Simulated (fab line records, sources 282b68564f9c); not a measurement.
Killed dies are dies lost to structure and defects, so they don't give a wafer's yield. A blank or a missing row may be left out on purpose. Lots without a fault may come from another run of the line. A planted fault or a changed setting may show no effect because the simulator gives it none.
A struck lot beside a sound one | flow rit_cmos | 33 steps out of a route of 202
Sound: wafers L311.2, L311.3, L311.4. Struck: wafers L320.3, L320.5, L320.6. The cause comes at the end.
At each step with rows: each side's tool, then ch and its chambers, then its first start. Under that, the readings that differ: sound wafers | struck wafers | difference of the means | sigmas: that difference in standard deviations of wafers without a fault.
alike: readings whose means differ by less than 2 such deviations, and words and numbers that are the same on both sides. not compared: withheld readings, readings that some wafer has no value for, bounds like >300 that may hide the same value, and numbers for which the record gives no deviation and whose values overlap.
The two part at a step that has a row with sigmas, a row that says differs or no value, or rows on one side only. Numbers that don't overlap but have no deviation are shown without sigmas and don't part them. A reading that every wafer of one side lacks parts them only if that side has two wafers or more.

RIT_ACTIVE_BOW_MEAS_00:
  sound on film_metro-01, day 1 15:01; struck on film_metro-04, day 3 12:02
  alike: INCOMING_BOW
RIT_ACTIVE_OXIDATION_01: target thk 46.8 nm, ox time 3360 s.
  sound on furnace-03 ch 0, day 1 15:07; struck on furnace-03 ch 0, day 3 12:07
  alike: spike_tc_source_C
RIT_ACTIVE_THK_MEAS_02:
  sound on film_metro-01, day 1 17:04; struck on film_metro-02, day 3 14:04
  alike: ACTIVE_OXIDE_THK
then, 1 step without rows for these wafers: RIT_ACTIVE_CVD_03 (deposits Si3N4 from SiH2Cl2/NH3, target thk 150 nm, time 1500 s).
RIT_ACTIVE_THK_MEAS_04:
  sound on film_metro-01, day 1 18:32; struck on film_metro-04, day 3 15:33
  reading                 | sound             | struck            | difference | sigmas
  ACTIVE_NITRIDE_THK (nm) | 145.7 145.5 145.4 | 149.4 149.6 149.8 | +4.1       | +2
then, 6 steps without rows for these wafers: RIT_ACTIVE_HMDS_05 (prime time 60 s); RIT_ACTIVE_COAT_06 (resist thk 1000 nm); RIT_ACTIVE_SOFTBAKE_07 (time 60 s); RIT_ACTIVE_EXPOSE_08 (exposes mask M1, target cd 1400 nm); RIT_ACTIVE_PEB_09; RIT_ACTIVE_DEVELOP_10 (develop time 50 s).
RIT_ACTIVE_CD_MEAS_11: target cd 1400 nm.
  sound on cd_sem-02, day 1 19:28; struck on cd_sem-02, day 3 16:36
  reading    | sound                | struck               | difference | sigmas
  cd_nm (nm) | 1396.4 1395.8 1394.3 | 1401.2 1401.9 1400.3 | +5.6       | +2
then, 1 step without rows for these wafers: RIT_ACTIVE_HARDBAKE_12 (time 60 s).
RIT_ACTIVE_ETCH_13: etches Si3N4 in SF6, stops on SiO2, time 210 s, target depth 210 nm.
  sound on rie_diel-04 ch 0,3, day 1 19:43; struck on rie_diel-02 ch 0,1,2, day 3 16:50
  alike: drypump_motor_current_A, oes_product_au, rf_fwd_power_W, throttle_valve_pct
  not compared: rf_hours_counter_h
RIT_ACTIVE_STRIP_14: strips in O2, time 180 s.
  sound on plasma_asher-02 ch 0,1, day 1 19:50; struck on plasma_asher-02 ch 0,1, day 3 17:02
  alike: drypump_motor_current_A
  not compared: rf_hours_counter_h
RIT_ACTIVE_CD_MEAS_90: target cd 1400 nm.
  sound on cd_sem-01, day 1 20:02; struck on cd_sem-01, day 3 17:11
  reading    | sound                | struck               | difference | sigmas
  cd_nm (nm) | 1396.6 1395.9 1394.1 | 1400.7 1401.6 1400.2 | +5.3       | +2
then, 4 steps without rows for these wafers: RIT_ACTIVE_CLEAN_15 (cleans in SC1, time 600 s); RIT_ACTIVE_CLEAN_16 (cleans in dHF, time 30 s); RIT_ACTIVE_CLEAN_17 (cleans in SC2, time 600 s); RIT_FOX1_OXIDATION_00 (target thk 350.7 nm, ox time 1130 s).
RIT_FOX1_THK_MEAS_01:
  sound on film_metro-01, day 1 21:50; struck on film_metro-04, day 3 18:58
  alike: FOX1_OXIDE_THK
then, 2 steps without rows for these wafers: RIT_FOX1_WET_ETCH_02 (etches SiO2 in BOE, target depth 350 nm, time 390 s); RIT_FOX2_OXIDATION_00 (target thk 350.7 nm, ox time 1130 s).
RIT_FOX2_THK_MEAS_01:
  sound on film_metro-01, day 1 23:23; struck on film_metro-02, day 3 20:28
  alike: FOX2_OXIDE_THK
then, 2 steps without rows for these wafers: RIT_FOX2_CLEAN_02 (cleans in dHF, time 180 s); RIT_FOX2_WET_ETCH_03 (etches Si3N4 in H3PO4, target depth 195 nm, time 2700 s).
RIT_FOX2_THK_MEAS_90:
  sound on film_metro-02, day 2 00:15; struck on film_metro-02, day 3 21:29
  alike: FIELD_OXIDE_LEFT_1_THK
then, 4 steps without rows for these wafers: RIT_NWELL_HMDS_00 (prime time 60 s); RIT_NWELL_COAT_01 (resist thk 1300 nm); RIT_NWELL_SOFTBAKE_02 (time 60 s); RIT_NWELL_EXPOSE_03 (exposes mask M2, target cd 43900 nm).
RIT_M1_METAL_ETCH_12: etches Al in Cl2/BCl3, stops on SiO2, time 165 s, target depth 600 nm.
  sound on rie_metal-02 ch 0,1, day 3 12:34; struck on rie_metal-01 ch 0,1, day 5 09:29
  reading             | sound          | struck         | difference | sigmas
  model.M1.cd_nm (nm) | 2597 2598 2595 | 2630 2629 2627 | +32        |
  alike: drypump_motor_current_A, he_backside_leak_sccm, oes_product_au, rf_fwd_power_W, throttle_valve_pct
  not compared: rf_hours_counter_h
RIT_M1_PROBE_99:
  sound on prober-01, day 3 14:52; struck on prober-02, day 5 12:46
  reading                      | sound          | struck         | difference | sigmas
  model.etest.m1.width_nm (nm) | 2603 2592 2602 | 2631 2631 2626 | +30        |
  alike: killed_at_contacts, killed_at_front_end, killed_dies, killed_open, killed_short

WHERE THEY PART
First at RIT_ACTIVE_THK_MEAS_04; last, within this record, at RIT_ACTIVE_CD_MEAS_90. Later steps at which nothing parts them and some readings are alike: RIT_FOX1_THK_MEAS_01, RIT_FOX2_THK_MEAS_01, RIT_FOX2_THK_MEAS_90, RIT_M1_METAL_ETCH_12, RIT_M1_PROBE_99.

WHY: what the simulator had put in
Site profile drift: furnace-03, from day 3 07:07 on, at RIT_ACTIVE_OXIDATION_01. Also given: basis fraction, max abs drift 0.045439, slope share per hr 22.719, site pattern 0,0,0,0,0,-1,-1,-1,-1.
